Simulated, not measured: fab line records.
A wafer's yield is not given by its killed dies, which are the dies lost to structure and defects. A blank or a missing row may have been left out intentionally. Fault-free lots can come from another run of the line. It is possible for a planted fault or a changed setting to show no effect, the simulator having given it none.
fab line records	flow berkeleyCmos170
record lots=6	wafers=18	lastDay=11
route steps=331 shown V2@298 M3@309
lots untouched by any fault: they come from a run of this same line in which no faults occurred
startH: hours from the record's first day to the start of the lot's first wafer shown	waitH: hours since the lot's step before	" unchanged from the row above	L1.1+2: a row that stands for several wafers	- value missing, or start not given	* or withheld: withheld	< > ~ a bound
route shown NAME@n: names a module that has steps shown in the file, with the first one's number in the route	usual: mean/standard deviation taken from wafers without a fault	same: alike in all rows	chamber/n: place in a boat	sites: each site's reading	_std_site: the values' standard deviation	_edge_site: inner sites' mean taken away from outer sites' mean	radiusMm: for every site, how far away it sits from the centre of the wafer	mask NAME#n: copy n	behind: the tool/chamber that last shaped the wafer	hold: reason for holding the lot/hours on hold/outcome of the hold	device: whichever transistor did not switch (one of n, p or np)	end of line: the tests these same wafers got at the end of their route	for a step that has no rows: nothing shown but its recipe	killed: not the wafer's yield, but the dies lost to structure and defects at the first sort	map: a wafer's dies, marking killed ones x, the rest . and places with no die _
set.NAME: the setting as run; set.NAME@STEP: as run at that earlier step	model.NAME: the simulator's own value behind a step, which no gauge read
lots at selected steps of the route; one table per step, one row per wafer
services: the hour from which a tool's chamber was out of use, counted from the record's first day as startH (under 0 if before that day), plus the number of hours and why
## steps
# step UCB170_V2_HMDS_06
# recipe primeTimeS=60	primeTempC=100
# step UCB170_V2_COAT_07
# recipe resist=KrF	spinRpm=1500	resistThkNm=900
# step UCB170_V2_SOFTBAKE_08
# recipe resist=KrF	tempC=130	timeS=60
# step UCB170_V2_EXPOSE_09
# recipe maskId=VIA2	targetCdNm=700	na=0.5	sigmaOuter=0.6	sourceShape=conventional	doseMj=37
# step UCB170_V2_PEB_10
# recipe pebTempC=130	pebTimeS=withheld	resist=KrF
# step UCB170_V2_DEVELOP_11
# recipe developer=TMAH	developTimeS=45	resist=KrF	devTempC=21
# step UCB170_V2_CD_MEAS_12
# recipe targetCdNm=700
# usual cdNm=699.8/1.4
lot.wafer	tool	chamber	startH	waitH	cdNm
L535.2	cdSem-02	-	179.52	-	698.3
L535.4	"	-	"	"	699.7
L535.6	"	-	"	"	698.7
L534.3	cdSem-02	-	180.02	-	698.2
L534.5	"	-	"	"	698.5
L534.6	"	-	"	"	698.8
L545.3	cdSem-01	-	222.42	-	700.1
L545.4	"	-	"	"	700.2
L545.5	"	-	"	"	699.5
L544.2	cdSem-02	-	232.95	-	699.1
L544.4	"	-	"	"	700.3
L544.5	"	-	"	"	698.9
L542.1	cdSem-01	-	239.89	-	699.0
L542.3	"	-	"	"	699.5
L542.6	"	-	"	"	698.4
L549.1	cdSem-02	-	253.40	-	699.7
L549.3	"	-	"	"	698.7
L549.5	"	-	"	"	699.1
# step UCB170_V2_OVL_MEAS_13
# usual V2_OVL=1/5.6
lot.wafer	tool	chamber	startH	waitH	V2_OVL[nm]
L535.2	overlay-02	-	179.63	0.1	1
L535.4	"	-	"	"	-1
L535.6	"	-	"	"	2
L534.3	overlay-01	-	180.11	0.1	3
L534.5	"	-	"	"	-1
L534.6	"	-	"	"	-8
L545.3	overlay-02	-	222.52	0.1	-2
L545.4	"	-	"	"	-3
L545.5	"	-	"	"	-6
L544.2	overlay-02	-	233.05	0.1	-5
L544.4	"	-	"	"	4
L544.5	"	-	"	"	1
L542.1	overlay-01	-	240.01	0.1	5
L542.3	"	-	"	"	0
L542.6	"	-	"	"	18
L549.1	overlay-02	-	253.52	0.1	-8
L549.3	"	-	"	"	-3
L549.5	"	-	"	"	-11
# step UCB170_V2_ETCH_14
# recipe chemistry=CHF3/CF4/Ar	target=SiO2	stopOn=Al	CHF3_flow_sccm=45	cf4FlowSccm=15	Ar_flow_sccm=150	pressureMtorr=200	rfW=679.8	targetDepthA=12500	overEtchFrac=0.25	timeS=291
# usual drypumpMotorCurrentA=6.0/0.46	oesProductAu=0.875/0.012	throttleValvePct=6.91/0.15
lot.wafer	tool	chamber	startH	waitH	drypumpMotorCurrentA	oesProductAu	rfHoursCounterH	throttleValvePct
L535.2	rieDiel-04	3	179.66	0.0	6.7	0.878	54	6.83
L535.4	"	1	"	"	6.4	0.865	37	6.91
L535.6	"	3	"	"	6.7	0.879	-	6.83
L534.3	rieDiel-04	1	180.13	0.0	6.5	0.865	37	6.89
L534.5	"	3	"	"	6.7	0.882	-	6.83
L534.6	"	0	"	"	6.4	0.896	-	6.79
L545.3	rieDiel-04	1	222.54	0.0	6.4	0.858	39	6.90
L545.4	"	0	"	"	6.5	0.898	36	6.79
L545.5	"	2	"	"	5.3	0.888	-	6.98
L544.2	rieDiel-03	2	233.08	0.0	6.3	0.892	18	6.83
L544.4	"	3	"	"	6.4	0.874	-	6.82
L544.5	"	2	"	"	6.3	0.884	-	6.82
L542.1	rieDiel-03	0	240.05	0.0	5.7	0.878	1	7.14
L542.3	"	3	"	"	6.3	0.868	4	6.80
L542.6	"	0	"	"	5.7	0.875	-	7.16
L549.1	rieDiel-03	0	253.55	0.0	5.8	0.878	2	7.15
L549.3	"	2	"	"	6.3	0.894	19	6.81
L549.5	"	2	"	"	6.3	0.895	-	6.82
# step UCB170_V2_STRIP_15
# recipe chemistry=O2	powerW=400	pressureMtorr=3500	platenTempC=withheld	o2FlowSccm=400	overashFraction=0.5
# usual drypumpMotorCurrentA=5.80/0.13	oesProductAu=0.722/0.005	stripTimeToEndpointS=15.40/0.11
lot.wafer	tool	chamber	startH	waitH	drypumpMotorCurrentA	oesProductAu	rfHoursCounterH	stripTimeToEndpointS
L535.2	plasmaAsher-01	0	179.84	0.1	5.89	0.718	8	15.57
L535.4	"	1	"	"	5.98	0.723	-	15.51
L535.6	"	0	"	"	5.90	0.725	-	15.58
L534.3	plasmaAsher-04	0	180.34	0.1	5.63	0.723	-	15.48
L534.5	"	0	"	"	5.62	0.722	-	15.47
L534.6	"	1	"	"	5.73	0.717	-	15.20
L545.3	plasmaAsher-04	0	222.75	0.1	5.61	0.720	-	15.58
L545.4	"	1	"	"	5.77	0.718	-	15.18
L545.5	"	0	"	"	5.60	0.726	-	15.30
L544.2	plasmaAsher-01	1	233.26	0.1	5.97	0.717	13	15.33
L544.4	"	0	"	"	5.90	0.721	-	15.45
L544.5	"	0	"	"	5.92	0.720	-	15.27
L542.1	plasmaAsher-01	1	240.23	0.1	5.97	0.711	14	15.57
L542.3	"	0	"	"	5.90	0.723	-	15.50
L542.6	"	0	"	"	5.85	0.714	-	15.50
L549.1	plasmaAsher-01	1	253.73	0.1	5.98	0.726	17	15.51
L549.3	"	1	"	"	5.98	0.720	-	15.35
L549.5	"	0	"	"	5.90	0.719	-	15.35
# step UCB170_V2_CD_MEAS_90
# recipe targetCdNm=700
# usual cdNm=699.6/1.4
lot.wafer	tool	chamber	startH	waitH	cdNm
L535.2	cdSem-01	-	179.96	0.1	697.3
L535.4	"	-	"	"	699.8
L535.6	"	-	"	"	697.8
L534.3	cdSem-02	-	180.45	0.1	698.0
L534.5	"	-	"	"	698.0
L534.6	"	-	"	"	700.0
L545.3	cdSem-01	-	222.86	0.1	699.6
L545.4	"	-	"	"	701.0
L545.5	"	-	"	"	699.0
L544.2	cdSem-02	-	233.38	0.1	697.3
L544.4	"	-	"	"	700.2
L544.5	"	-	"	"	696.6
L542.1	cdSem-02	-	240.33	0.1	699.2
L542.3	"	-	"	"	699.9
L542.6	"	-	"	"	699.8
L549.1	cdSem-02	-	253.88	0.1	700.6
L549.3	"	-	"	"	697.0
L549.5	"	-	"	"	698.2
# step UCB170_M3_PRE_CLEAN_00
# recipe gas=Ar	precleanEtchTimeS=60
# step UCB170_M3_SPUTTER_01
# recipe material=Al	targetThkNm=900	timeS=120	powerW=6000	chamberPressurePa=0.5
# usual chamberPressurePa=0.5000/0.001	throttleValvePct=30.3/1
lot.wafer	tool	chamber	startH	waitH	chamberPressurePa	throttleValvePct	model.Al_of_M3_SPUTTER_01.thkNm
L535.2	pvdSputter-01	-	180.12	0.0	0.4998	31.9	900.7
L535.4	"	-	"	"	0.5006	30.1	901.7
L535.6	"	-	"	"	0.4990	30.1	904.6
L534.3	pvdSputter-04	-	180.60	0.0	0.5003	28.9	895.2
L534.5	"	-	"	"	0.5009	31.1	881.1
L534.6	"	-	"	"	0.4981	30.3	898.9
L545.3	pvdSputter-04	-	223.01	0.0	0.5005	31.3	881.4
L545.4	"	-	"	"	0.4992	29.0	890.3
L545.5	"	-	"	"	0.4995	30.2	897.2
L544.2	pvdSputter-01	-	233.55	0.0	0.5014	32.0	1267
L544.4	"	-	"	"	0.5014	30.1	890
L544.5	"	-	"	"	0.5004	32.1	1263
L542.1	pvdSputter-01	-	240.52	0.0	0.5016	32.1	1258
L542.3	"	-	"	"	0.4998	30.8	897.2
L542.6	"	-	"	"	0.4981	31.4	894
L549.1	pvdSputter-04	-	254.06	0.0	0.5007	29.9	887.6
L549.3	"	-	"	"	0.5011	30.4	902.3
L549.5	"	-	"	"	0.5003	28.9	895
# step UCB170_M3_RS_MEAS_02
# recipe thkMeasGauge=four-point-probe	reads=Al_of_M3_SPUTTER_01
# usual M3_AL_RS=0.0323/0.00036
lot.wafer	tool	chamber	startH	waitH	M3_AL_RS[ohm/sq]
L535.2	filmMetro-01	-	180.23	0.1	0.0322
L535.4	"	-	"	"	0.0321
L535.6	"	-	"	"	0.0320
L534.3	filmMetro-02	-	180.72	0.1	0.0324
L534.5	"	-	"	"	0.0328
L534.6	"	-	"	"	0.0323
L545.3	filmMetro-03	-	223.13	0.1	0.0329
L545.4	"	-	"	"	0.0325
L545.5	"	-	"	"	0.0323
L544.2	filmMetro-03	-	233.65	0.1	0.0228
L544.4	"	-	"	"	0.0325
L544.5	"	-	"	"	0.0229
L542.1	filmMetro-01	-	240.60	0.0	0.0229
L542.3	"	-	"	"	0.0324
L542.6	"	-	"	"	0.0324
L549.1	filmMetro-02	-	254.15	0.0	0.0326
L549.3	"	-	"	"	0.0320
L549.5	"	-	"	"	0.0324
# step UCB170_M3_THK_MEAS_03
# recipe thkMeasGauge=xrf	reads=Al_of_M3_SPUTTER_01
# usual M3_AL_THK=896/11
lot.wafer	tool	chamber	startH	waitH	M3_AL_THK[nm]
L535.2	filmMetro-01	-	180.34	0.1	898
L535.4	"	-	"	"	904
L535.6	"	-	"	"	908
L534.3	filmMetro-02	-	180.82	0.1	894
L534.5	"	-	"	"	884
L534.6	"	-	"	"	899
L545.3	filmMetro-03	-	223.23	0.1	877
L545.4	"	-	"	"	885
L545.5	"	-	"	"	895
L544.2	filmMetro-03	-	233.76	0.1	1262
L544.4	"	-	"	"	885
L544.5	"	-	"	"	1264
L542.1	filmMetro-01	-	240.72	0.1	1258
L542.3	"	-	"	"	898
L542.6	"	-	"	"	895
L549.1	filmMetro-02	-	254.27	0.1	880
L549.3	"	-	"	"	894
L549.5	"	-	"	"	889
# step UCB170_M3_HMDS_04
# recipe primeTimeS=60	primeTempC=100
# step UCB170_M3_COAT_05
# recipe resist=KrF	spinRpm=1500	resistThkNm=900
# step UCB170_M3_SOFTBAKE_06
# recipe resist=KrF	tempC=130	timeS=60
# step UCB170_M3_STRIP_07
# recipe chemistry=O2	powerW=400	pressureMtorr=3500	platenTempC=withheld	o2FlowSccm=400	overashFraction=0.5
# usual drypumpMotorCurrentA=5.5/0.49	oesProductAu=0.734/0.0051	stripTimeToEndpointS=21.96/0.057
lot.wafer	tool	chamber	startH	waitH	drypumpMotorCurrentA	oesProductAu	rfHoursCounterH	stripTimeToEndpointS
L535.2	plasmaAsher-01	1	180.99	0.1	6.0	0.737	9	21.94
L535.4	"	1	"	"	6.0	0.731	-	22.02
L535.6	"	0	"	"	5.9	0.731	-	22.06
L534.3	plasmaAsher-03	1	181.51	0.1	4.8	0.732	-	22.03
L534.5	"	1	"	"	4.8	0.737	-	22.01
L534.6	"	0	"	"	5.1	0.732	-	22.00
L545.3	plasmaAsher-01	1	223.75	0.1	5.9	0.722	-	22.04
L545.4	"	0	"	"	5.9	0.735	-	22.04
L545.5	"	0	"	"	5.9	0.735	-	22.03
L544.2	plasmaAsher-01	1	234.27	0.1	6.0	0.728	14	21.97
L544.4	"	0	"	"	5.9	0.735	-	22.06
L544.5	"	0	"	"	5.8	0.733	-	22.01
L542.1	plasmaAsher-01	0	242.07	0.1	5.9	0.740	15	21.92
L542.3	"	0	"	"	5.9	0.737	-	21.95
L542.6	"	0	"	"	5.9	0.731	-	21.88
L549.1	plasmaAsher-02	0	254.78	0.1	5.7	0.722	52	21.92
L549.3	"	1	"	"	6.0	0.733	-	21.86
L549.5	"	0	"	"	5.7	0.743	-	21.90
# step UCB170_M3_STRIP_08
# recipe chemistry=DMSO	tempC=80	timeS=600	material=KrF
# step UCB170_M3_COAT_09
# recipe resist=BARC	tempC=withheld	timeS=withheld	spinRpm=3000	resistThkNm=withheld
# step UCB170_M3_COAT_10
# recipe resist=KrF	spinRpm=1500	resistThkNm=900
# step UCB170_M3_SOFTBAKE_11
# recipe resist=KrF	tempC=130	timeS=60
# step UCB170_M3_EXPOSE_12
# recipe maskId=METAL3	targetCdNm=700	na=0.5	sigmaOuter=0.6	sourceShape=conventional	doseMj=26
# step UCB170_M3_PEB_13
# recipe pebTempC=130	pebTimeS=withheld	resist=KrF
# step UCB170_M3_DEVELOP_14
# recipe developer=TMAH	developTimeS=45	resist=KrF	devTempC=21
# step UCB170_M3_CD_MEAS_15
# recipe targetCdNm=700
# usual cdNm=700.5/1.2
lot.wafer	tool	chamber	startH	waitH	cdNm
L535.2	cdSem-01	-	182.56	-	698.9
L535.4	"	-	"	"	699.5
L535.6	"	-	"	"	700.6
L534.3	cdSem-02	-	183.02	-	699.9
L534.5	"	-	"	"	699.2
L534.6	"	-	"	"	700.6
L545.3	cdSem-02	-	225.45	-	700.7
L545.4	"	-	"	"	700.7
L545.5	"	-	"	"	700.2
L544.2	cdSem-02	-	238.91	-	700.8
L544.4	"	-	"	"	700.4
L544.5	"	-	"	"	701.0
L542.1	cdSem-02	-	244.59	-	699.7
L542.3	"	-	"	"	699.9
L542.6	"	-	"	"	700.9
L549.1	cdSem-01	-	256.02	-	700.7
L549.3	"	-	"	"	700.6
L549.5	"	-	"	"	701.4
# step UCB170_M3_OVL_MEAS_16
# usual M3_OVL=0/5.3
lot.wafer	tool	chamber	startH	waitH	M3_OVL[nm]
L535.2	overlay-02	-	182.66	0.1	-2
L535.4	"	-	"	"	0
L535.6	"	-	"	"	4
L534.3	overlay-01	-	183.11	0.1	-8
L534.5	"	-	"	"	2
L534.6	"	-	"	"	-8
L545.3	overlay-02	-	225.54	0.1	2
L545.4	"	-	"	"	-10
L545.5	"	-	"	"	-7
L544.2	overlay-01	-	239.02	0.1	-9
L544.4	"	-	"	"	-9
L544.5	"	-	"	"	-4
L542.1	overlay-02	-	244.71	0.1	3
L542.3	"	-	"	"	8
L542.6	"	-	"	"	3
L549.1	overlay-02	-	256.14	0.1	-7
L549.3	"	-	"	"	-7
L549.5	"	-	"	"	-1
# step UCB170_M3_ETCH_17
# recipe chemistry=N2/H2	targetDepthA=withheld	overetchA=withheld	target=BARC	timeS=withheld	sourceW=500	biasW=100	pressureMtorr=30	n2FlowSccm=100	h2FlowSccm=200
# usual drypumpMotorCurrentA=6.1/0.47	h2FlowSccm=200.0/0.61	oesProductAu=1.010/0.022	throttleValvePct=13.25/0.16
lot.wafer	tool	chamber	startH	waitH	drypumpMotorCurrentA	h2FlowSccm	oesProductAu	throttleValvePct
L535.2	rieDiel-03	0	182.69	0.0	5.7	199.5	1.015	13.58
L535.4	"	1	"	"	5.2	200.3	0.990	13.45
L535.6	"	1	"	"	5.2	200.0	0.993	13.46
L534.3	rieDiel-04	2	183.13	0.0	5.3	199.0	1.039	13.32
L534.5	"	1	"	"	6.4	199.5	0.980	13.29
L534.6	"	0	"	"	6.5	200.4	1.063	13.20
L545.3	rieDiel-03	2	225.56	0.0	6.3	200.2	1.019	13.09
L545.4	"	0	"	"	5.8	200.0	1.025	13.60
L545.5	"	0	"	"	5.8	200.2	1.017	13.60
L544.2	rieDiel-03	0	239.05	0.0	5.8	199.6	1.016	13.60
L544.4	"	3	"	"	6.3	199.2	0.987	13.11
L544.5	"	0	"	"	5.8	199.7	1.010	13.61
L542.1	rieDiel-03	0	244.74	0.0	5.8	199.4	0.994	13.62
L542.3	"	2	"	"	6.3	200.1	0.999	13.06
L542.6	"	0	"	"	5.8	199.5	1.012	13.60
L549.1	rieDiel-04	3	256.17	0.0	6.7	199.9	1.001	13.04
L549.3	"	0	"	"	6.5	200.6	1.049	13.20
L549.5	"	1	"	"	6.5	200.3	0.976	13.29
# step UCB170_M3_METAL_ETCH_18
# recipe chemistry=Cl2/BCl3	target=Al	stopOn=SiO2	pressureMtorr=12	targetDepthA=11700	overEtchFrac=0.3	timeS=198.8	icpW=600	biasW=120	Cl2_flow_sccm=90	bcl3FlowSccm=45
# usual drypumpMotorCurrentA=5.7/0.34	oesProductAu=0.849/0.015	throttleValvePct=24.35/0.22
lot.wafer	tool	chamber	startH	waitH	drypumpMotorCurrentA	oesProductAu	rfHoursCounterH	throttleValvePct
L535.2	rieMetal-02	0	182.73	-	6.1	0.838	21	24.11
L535.4	"	0	"	"	6.1	0.834	-	24.10
L535.6	"	0	"	"	6.1	0.846	-	24.09
L534.3	rieMetal-04	0	183.24	-	5.3	0.876	-	24.40
L534.5	"	1	"	"	5.3	0.840	-	24.50
L534.6	"	0	"	"	5.3	0.880	-	24.42
L545.3	rieMetal-02	1	225.67	-	5.4	0.834	-	24.70
L545.4	"	0	"	"	6.1	0.836	-	24.29
L545.5	"	1	"	"	5.4	0.847	-	24.70
L544.2	rieMetal-03	1	239.09	-	6.0	0.978	12	24.23
L544.4	"	1	"	"	6.0	0.837	-	24.30
L544.5	"	1	"	"	6.0	0.975	-	24.24
L542.1	rieMetal-04	1	244.79	-	5.3	1.003	15	24.41
L542.3	"	0	"	"	5.3	0.877	-	24.41
L542.6	"	0	"	"	5.3	0.861	-	24.44
L549.1	rieMetal-03	1	256.22	-	6.0	0.828	12	24.31
L549.3	"	1	"	"	6.1	0.838	-	24.31
L549.5	"	1	"	"	6.0	0.836	-	24.31
# step UCB170_M3_STRIP_19
# recipe chemistry=O2	powerW=400	pressureMtorr=3500	platenTempC=withheld	o2FlowSccm=400	overashFraction=0.5
# usual drypumpMotorCurrentA=5.4/0.51	oesProductAu=0.526/0.015
lot.wafer	tool	chamber	startH	waitH	drypumpMotorCurrentA	oesProductAu	rfHoursCounterH
L535.2	plasmaAsher-03	0	182.99	0.2	5.1	0.534	47
L535.4	"	0	"	"	5.1	0.527	-
L535.6	"	1	"	"	4.8	0.530	-
L534.3	plasmaAsher-03	0	183.40	0.1	5.1	0.506	-
L534.5	"	0	"	"	5.1	0.528	-
L534.6	"	1	"	"	4.8	0.509	-
L545.3	plasmaAsher-01	1	225.82	0.1	6.0	0.550	-
L545.4	"	0	"	"	5.9	0.526	-
L545.5	"	1	"	"	6.0	0.534	-
L544.2	plasmaAsher-01	1	239.27	0.1	5.9	0.529	14
L544.4	"	1	"	"	5.9	0.521	-
L544.5	"	1	"	"	6.0	0.527	-
L542.1	plasmaAsher-01	1	244.97	0.1	6.0	0.526	15
L542.3	"	0	"	"	5.9	0.502	-
L542.6	"	0	"	"	5.9	0.504	-
L549.1	plasmaAsher-03	0	256.40	0.1	5.1	0.522	55
L549.3	"	0	"	"	5.1	0.525	-
L549.5	"	0	"	"	5.1	0.519	-
# step UCB170_M3_PROBE_99
lot.wafer	tool	chamber	startH	waitH	model.etest.antennaM3.overLimit	model.etest.antennaM2.short	model.etest.antennaM3.short	model.etest.antennaM2.overLimit
L535.2+4+6	prober-01	-	183.39	0.1	0	0	0	0
L534.3+5+6	prober-01	-	183.80	0.2	0	0	0	0
L545.3+4+5	prober-01	-	226.23	0.2	0	0	0	0
L544.2+5	prober-02	-	239.66	0.1	1	1	1	1
L544.4	prober-02	-	239.76	0.2	0	0	0	0
L542.1	prober-01	-	245.31	0.1	1	1	1	1
L542.3+6	prober-01	-	245.41	0.2	0	0	0	0
L549.1+3+5	prober-02	-	256.74	0.1	0	0	0	0
# killed by level:class
L535.2 WELLDRIVE:geometricParticle:open=2 START:geometricParticle:short=1 START:geometricParticle:open=1 GATE:geometricParticle:short=1 SILICIDE:geometricParticle:open=1
L535.4 SACOX:geometricParticle:short=1 SACOX:geometricParticle:open=1 SPACER:geometricParticle:short=1
L535.6 FIELD:geometricParticle:short=1
L534.3 GATE:geometricParticle:open=2 SPACER:geometricParticle:open=2 PWELL:areaEtch=2 SACOX:geometricParticle:short=1 GATE:geometricParticle:short=1 SPACER:geometricParticle:short=1
L534.5 SACOX:geometricParticle:open=1 SILICIDE:geometricParticle:open=1 CONTACT:geometricParticle:open=1
L534.6 START:geometricParticle:short=1 SILICIDE:geometricParticle:open=1
L545.3 START:geometricParticle:short=1 GATE:geometricParticle:short=1 GATE:geometricParticle:open=1 NWELL:areaEtch=1
L545.4 ACTIVE:areaEtch=2 GATE:geometricParticle:short=1 SPACER:geometricParticle:open=1 SILICIDE:geometricParticle:open=1 M3:geometricParticle:short=1
L545.5 WELLDRIVE:geometricParticle:open=1
L549.1 ACTIVE:areaEtch=1
L549.3 WELLDRIVE:geometricParticle:short=1 SILICIDE:geometricParticle:short=1 ACTIVE:areaEtch=1
L549.5 WELLDRIVE:geometricParticle:open=1 GATE:geometricParticle:short=1 V1:geometricParticle:open=1 M3:geometricParticle:open=1
## services
tool	chamber	startH	hours	kind
rieDiel-04	2	157.10	15.3	repair
rieMetal-03	0	163.39	2.5	repair
rieMetal-03	-	175.30	2.7	repair
plasmaAsher-02	-	177.31	14.6	pm
rieDiel-03	-	179.98	0.2	repair
plasmaAsher-01	-	181.24	4.2	repair
rieDiel-03	-	184.42	0.3	repair
rieMetal-02	0	190.24	-	clean
rieMetal-02	0	190.24	18.0	scheduledDown
rieMetal-02	0	190.24	18.0	ventCycle
plasmaAsher-03	-	193.10	0.9	repair
rieDiel-03	0	200.83	-	clean
rieDiel-03	0	200.83	22.8	scheduledDown
rieDiel-03	0	200.83	22.8	ventCycle
plasmaAsher-01	-	214.13	1.8	repair
rieDiel-03	1	227.97	-	clean
rieDiel-03	1	227.97	30.1	scheduledDown
rieDiel-03	1	227.97	30.1	ventCycle
plasmaAsher-02	-	228.35	25.9	pm
rieMetal-02	-	254.19	2.8	pm
## key
firstSign step=UCB170_M3_RS_MEAS_02	reading=M3_AL_RS	direction=down	sigmas=26	usual=0.0323	struck=0.0229
effect step=UCB170_M3_THK_MEAS_03	reading=M3_AL_THK	direction=up	sigmas=34	usual=896	struck=1262
effect step=UCB170_M3_METAL_ETCH_18	reading=oesProductAu	direction=up	sigmas=9	usual=0.849	struck=0.985
modelEffect step=UCB170_M3_SPUTTER_01	value=Al_of_M3_SPUTTER_01.thkNm	without=888.9	struck=1263
modelEffect step=UCB170_M3_PROBE_99	value=etest.antennaM3.overLimit	without=0	struck=1
metAt UCB170_M3_SPUTTER_01
struckWafers L542.1,L544.2,L544.5
laterRowsLeftOut L542.1,L544.2,L544.5
sortLeftOut L542.1,L544.2,L544.5
onsetBetween 180.12 233.55
fault kind=processParameterDrift	tool=pvdSputter-01	chamber=-	onsetH=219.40	steps=UCB170_M3_SPUTTER_01	channel=targetThkNm	offset=373.66	shape=step	endH=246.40	actsIn=theseRecipesOnly	stated=900	scope=struckWafersOnly
# sortLeftOut: the simulated sort isn't trusted on such a fault, so these wafers' sort isn't shown, and their yield isn't known
# laterRowsLeftOut: the simulator's readings of these wafers behind a module that went badly wrong aren't trusted and aren't shown, but for the sort
